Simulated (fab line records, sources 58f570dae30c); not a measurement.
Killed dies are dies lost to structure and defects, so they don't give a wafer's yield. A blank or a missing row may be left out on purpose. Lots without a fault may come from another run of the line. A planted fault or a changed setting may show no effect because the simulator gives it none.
fab line records | flow berkeley_cmos170 | part 2 of 2: steps 29 to 37 of 37
record lots=5 wafers=15 last_day=16
route steps=331 shown PWELL@43 WELLDRIVE@55 ACTIVE@60 PFIELD@79
lots that met no fault: from a run of the same line without faults
start_h: hours from the record's first day to the start of the lot's first wafer shown | wait_h: hours since the lot's step before | " the same as in the row above | L1.1+2: a row that stands for several wafers | - no value, or no start given | * or withheld: withheld | < > ~ a bound
route shown NAME@n: a module of which the file shows steps, and the number in the route of the first | usual: mean/standard deviation of fault-free wafers | same: alike in all rows | chamber/n: place in a boat | sites: the reading at each site | _std_site: their standard deviation | _edge_site: outer sites' mean less inner sites' | radius_mm: how far each site lies from the wafer's centre | mask NAME#n: copy n | behind: the tool/chamber that last shaped the wafer | hold: why the lot was held/for how many hours/how that ended | device: the transistor (n, p or np) that didn't switch | end of line: the same wafers' tests at the end of the route | a step without rows: its recipe alone | killed: dies lost to structure and defects at the first sort, not the wafer's yield | map: a wafer's dies, x killed, . not, _ none there
set.NAME: the setting as run; set.NAME@STEP: as run at that earlier step | model.NAME: the simulator's own value behind a step, which no gauge read
lots at some steps of the route; a table a step, a row a wafer
services: from which hour (start_h, from the record's first day; less than 0 if before it) a tool's chamber was out of use, for how many hours, and why
## steps
# step UCB170_ACTIVE_PEB_11
# recipe peb_temp_c=130 peb_time_s=withheld resist=KrF
# usual resist_line_temp_C=23.00/0.11
# columns lot.wafer tool chamber start_h wait_h resist_line_temp_C
L078.1 litho_track-04 0 116.52 0.3 23.03
L078.4 " 0 " " 23.03
L078.5 " 0 " " 23.13
L090.1 litho_track-03 0 170.28 0.1 22.86
L090.3 " 0 " " 23.04
L090.6 " 0 " " 22.99
L091.2 litho_track-04 0 186.47 0.1 22.95
L091.4 " 0 " " 23.13
L091.6 " 0 " " 22.94
L093.3 litho_track-01 0 186.61 0.1 23.05
L093.4 " 0 " " 23.19
L093.5 " 0 " " 22.96
L092.3 litho_track-03 0 186.72 0.1 22.87
L092.4 " 0 " " 22.99
L092.6 " 0 " " 22.82
# step UCB170_ACTIVE_DEVELOP_12
# recipe developer=TMAH develop_time_s=45 resist=KrF dev_temp_c=21
# usual resist_line_temp_C=23.00/0.1
# columns lot.wafer tool chamber start_h wait_h resist_line_temp_C
L078.1 litho_track-04 0 - - 23.12
L078.4 " 0 " " 23.01
L078.5 " 0 " " 23.22
L090.1 litho_track-03 0 - - 22.95
L090.3 " 0 " " 23.10
L090.6 " 0 " " 22.94
L091.2 litho_track-04 0 - - 22.74
L091.4 " 0 " " 22.85
L091.6 " 0 " " 22.98
L093.3 litho_track-01 0 - - 23.06
L093.4 " 0 " " 22.94
L093.5 " 0 " " 22.94
L092.3 litho_track-03 0 - - 23.22
L092.4 " 0 " " 23.14
L092.6 " 0 " " 23.17
# step UCB170_ACTIVE_CD_MEAS_13
# recipe target_cd_nm=1200
# usual cd_nm=1200.1/1.3
# columns lot.wafer tool chamber start_h wait_h cd_nm
L078.1 cd_sem-01 - 116.85 - 1202.1
L078.4 " - " " 1201.9
L078.5 " - " " 1200.0
L090.1 cd_sem-02 - 170.56 - 1198.5
L090.3 " - " " 1198.6
L090.6 " - " " 1199.4
L091.2 cd_sem-02 - 186.74 - 1201.0
L091.4 " - " " 1200.3
L091.6 " - " " 1199.5
L093.3 cd_sem-01 - 186.87 - 1198.9
L093.4 " - " " 1201.5
L093.5 " - " " 1199.9
L092.3 cd_sem-02 - 186.99 - 1198.0
L092.4 " - " " 1199.1
L092.6 " - " " 1199.0
# step UCB170_ACTIVE_OVL_MEAS_14
# usual ACTIVE_OVL=-2/4.6
# columns lot.wafer tool chamber start_h wait_h ACTIVE_OVL[nm]
L078.1 overlay-02 - 116.97 0.1 -4
L078.4 " - " " -8
L078.5 " - " " -4
L090.1 overlay-01 - 170.68 0.1 -5
L090.3 " - " " -4
L090.6 " - " " -5
L091.2 overlay-01 - 186.84 0.1 3
L091.4 " - " " 4
L091.6 " - " " 7
L093.3 overlay-01 - 186.96 0.1 0
L093.4 " - " " -4
L093.5 " - " " -1
L092.3 overlay-01 - 187.08 0.1 3
L092.4 " - " " 2
L092.6 " - " " 5
# step UCB170_ACTIVE_ETCH_15
# recipe chemistry=CH3F/Ar/O2 target=Si3N4 stop_on=SiO2 CH3F_flow_sccm=20 Ar_flow_sccm=50 O2_flow_sccm=7 pressure_mtorr=50 rf_w=450 target_depth_a=2420 over_etch_frac=0.1 time_s=151
# usual CH3F_flow_sccm=20.00/0.063 O2_flow_sccm=7.000/0.021 drypump_motor_current_A=5.9/0.51 mfc_ar_sccm=50.00/0.15 oes_product_au=0.941/0.012 throttle_valve_pct=8.03/0.11
# columns lot.wafer tool chamber start_h wait_h CH3F_flow_sccm O2_flow_sccm drypump_motor_current_A mfc_ar_sccm oes_product_au rf_hours_counter_h throttle_valve_pct
L078.1 rie_diel-02 3 117.01 0.0 20.16 6.981 6.0 50.02 0.963 118 7.85
L078.4 " 1 " " 19.97 6.977 5.9 50.27 0.930 1 8.01
L078.5 " 0 " " 20.02 7.027 6.4 49.99 0.938 - 8.07
L090.1 rie_diel-03 2 170.71 0.0 20.02 7.018 5.6 49.86 0.926 80 8.08
L090.3 " 1 " " 19.98 6.998 5.7 50.03 0.949 130 8.11
L090.6 " 2 " " 19.93 7.004 5.6 49.93 0.923 - 8.08
L091.2 rie_diel-02 2 186.87 0.0 20.16 7.008 5.2 50.03 0.935 5 7.93
L091.4 " 0 " " 19.98 7.009 6.5 50.20 0.944 - 8.06
L091.6 " 3 " " 19.93 7.017 6.0 49.98 0.958 - 7.84
L093.3 rie_diel-04 2 186.99 0.0 19.91 7.033 5.9 50.02 0.939 109 8.14
L093.4 " 2 " " 19.97 7.025 5.9 50.12 0.942 - 8.14
L093.5 " 0 " " 19.99 6.968 6.7 50.14 0.938 - 8.09
L092.3 rie_diel-03 0 187.10 0.0 19.92 7.017 5.8 49.94 0.951 117 7.87
L092.4 " 3 " " 19.99 7.006 5.3 49.98 0.938 45 8.15
L092.6 " 1 " " 20.02 7.006 5.7 50.13 0.944 - 8.12
# step UCB170_ACTIVE_STRIP_16
# recipe chemistry=O2 power_w=400 pressure_mtorr=3500 platen_temp_c=withheld o2_flow_sccm=400 overash_fraction=0.5
# usual drypump_motor_current_A=5.9/0.42 o2_flow_sccm=399.9/1.2 oes_product_au=0.722/0.0043 strip_time_to_endpoint_s=18.31/0.079
# columns lot.wafer tool chamber start_h wait_h drypump_motor_current_A o2_flow_sccm oes_product_au rf_hours_counter_h strip_time_to_endpoint_s
L078.1 plasma_asher-03 0 117.11 0.1 5.7 398.7 0.719 33 18.34
L078.4 " 1 " " 5.5 400.0 0.729 - 18.36
L078.5 " 1 " " 5.5 401.3 0.723 - 18.44
L090.1 plasma_asher-04 1 170.82 0.1 5.3 400.5 0.718 40 18.25
L090.3 " 1 " " 5.3 400.1 0.717 - 18.33
L090.6 " 0 " " 6.1 398.6 0.722 - 18.21
L091.2 plasma_asher-03 1 186.97 0.1 5.5 400.2 0.728 40 18.45
L091.4 " 1 " " 5.5 401.6 0.729 - 18.48
L091.6 " 0 " " 5.7 402.9 0.720 - 18.42
L093.3 plasma_asher-04 1 187.12 0.1 5.3 400.7 0.721 - 18.37
L093.4 " 0 " " 6.1 400.7 0.718 - 18.45
L093.5 " 1 " " 5.3 400.5 0.723 - 18.42
L092.3 plasma_asher-01 1 187.24 0.1 6.1 400.0 0.711 - 18.24
L092.4 " 0 " " 6.5 399.7 0.722 - 18.27
L092.6 " 0 " " 6.5 400.2 0.727 - 18.20
# step UCB170_ACTIVE_CD_MEAS_90
# recipe target_cd_nm=1200
# usual cd_nm=1200.1/1.4
# columns lot.wafer tool chamber start_h wait_h cd_nm
L078.1 cd_sem-02 - 117.22 0.1 1202.3
L078.4 " - " " 1201.4
L078.5 " - " " 1200.0
L090.1 cd_sem-02 - 170.92 0.1 1198.9
L090.3 " - " " 1198.6
L090.6 " - " " 1198.7
L091.2 cd_sem-01 - 187.09 0.1 1201.0
L091.4 " - " " 1199.7
L091.6 " - " " 1199.7
L093.3 cd_sem-02 - 187.23 0.1 1199.3
L093.4 " - " " 1201.0
L093.5 " - " " 1200.0
L092.3 cd_sem-01 - 187.34 0.1 1198.8
L092.4 " - " " 1199.0
L092.6 " - " " 1199.2
# step UCB170_ACTIVE_CLEAN_17
# recipe chemistry=SPM temp_c=120 time_s=600
# columns lot.wafer tool chamber start_h wait_h
L078.1+4+5 wet_bench-01 1 120.28 3.0
L090.1+3+6 wet_bench-01 0 171.14 0.2
L091.2+4+6 wet_bench-04 3 187.69 0.6
L092.3+4+6 wet_bench-04 2 187.69 0.3
L093.3+4+5 wet_bench-04 3 187.69 0.4
# step UCB170_PFIELD_HMDS_00
# recipe prime_time_s=60 prime_temp_c=100
# usual prime_temp_c=100.01/0.12 resist_line_temp_C=23.03/0.13
# columns lot.wafer tool chamber start_h wait_h prime_temp_c resist_line_temp_C
L078.1 litho_track-04 0 120.73 0.2 99.87 22.83
L078.4 " 0 " " 99.92 22.91
L078.5 " 0 " " 99.92 22.86
L090.1 litho_track-04 0 171.59 0.3 100.21 23.19
L090.3 " 0 " " 99.91 23.21
L090.6 " 0 " " 100.05 23.25
L092.3 litho_track-01 0 188.06 0.2 100.02 22.84
L092.4 " 0 " " 99.91 22.87
L092.6 " 0 " " 99.88 23.13
L093.3 litho_track-04 0 188.08 0.2 99.89 23.04
L093.4 " 0 " " 99.92 23.03
L093.5 " 0 " " 99.82 23.00
L091.2 litho_track-02 0 188.17 0.3 99.94 23.01
L091.4 " 0 " " 99.84 22.75
L091.6 " 0 " " 100.13 22.96
## services
# columns tool chamber start_h hours kind
plasma_asher-04 - 81.71 3.9 repair
rie_diel-04 0 92.22 4.5 repair
krf_scanner-01 - 92.62 1.0 pm
rie_diel-02 - 93.02 0.6 repair
lpcvd-01 - 93.21 0.9 repair
krf_scanner-02 - 106.43 1.3 pm
implanter-03 - 107.68 2.1 pm
plasma_asher-01 - 108.75 9.0 pm
rie_diel-04 2 117.04 7.3 repair
wet_bench-04 - 124.63 4.4 pm
krf_scanner-02 - 134.69 0.8 pm
krf_scanner-01 - 137.28 1.8 repair
plasma_asher-03 - 142.97 1.3 repair
plasma_asher-01 - 145.72 2.8 pm
krf_scanner-02 - 147.79 3.4 repair
implanter-03 - 147.85 2.0 repair
krf_scanner-01 - 155.77 24.2 repair
rie_diel-02 3 160.80 10.4 repair
furnace-01 - 164.44 3.3 pm
implanter-03 - 166.08 5.8 repair
rie_diel-02 1 166.13 30.1 repair
furnace-02 - 169.67 4.3 pm
rie_diel-03 3 171.46 1.4 repair
krf_scanner-02 - 179.97 11.6 pm
